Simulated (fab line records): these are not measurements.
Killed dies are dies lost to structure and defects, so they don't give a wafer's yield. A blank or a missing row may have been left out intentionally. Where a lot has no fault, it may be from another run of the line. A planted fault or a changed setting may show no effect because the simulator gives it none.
Chamber matching | flow berkeley_cmos170 | UCB170_CONTACT_ETCH_17 on rie_diel-01: 4 sister chambers
The step etches BARC in N2/H2. 4 wafers are shown with their chamber, then 8 later ones without.

## EACH WAFER AND ITS CHAMBER
wafer  | chamber | drypump_motor_current_A (A)
L959.6 | 1       | 5.7
L974.5 | 2       | 5.2
L978.1 | 0       | 4.9
L979.1 | 3       | 6.6

## WAFERS WHOSE CHAMBER IS MISSING
wafer  | drypump_motor_current_A (A)
L979.3 | 4.9
L979.5 | 5.2
L982.1 | 5.1
L982.3 | 4.9
L982.5 | 4.9
L981.2 | 4.8
L981.4 | 5.2
L981.5 | 6.6

## THE CHAMBER EACH PASSED THROUGH
wafer  | from the rows above     | in truth
L979.3 | 0                       | 0
L979.5 | 2                       | 2
L982.1 | can't be placed: 2 or 0 | 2
L982.3 | 0                       | 0
L982.5 | 0                       | 0
L981.2 | 0                       | 0
L981.4 | 2                       | 2
L981.5 | 3                       | 3
7 of 8 placed correctly. Unplaceable from these rows: 1, with the true chamber sitting among the candidates in 1. Placed wrongly: 0.
How it was worked out, from the rows above alone: a wafer's distance from a chamber is the root of the sum, over the readings, of the square of ((its reading less the chamber's mean) divided by the reading's scatter). The wafer belongs to the nearest chamber; if the next one is less than 2 further off, it can't be placed. A chamber's mean is the mean of its shown wafers. The scatter (one wafer shown for each chamber): square how far every hidden wafer sits from the nearest shown wafer, average those squares and take the square root.
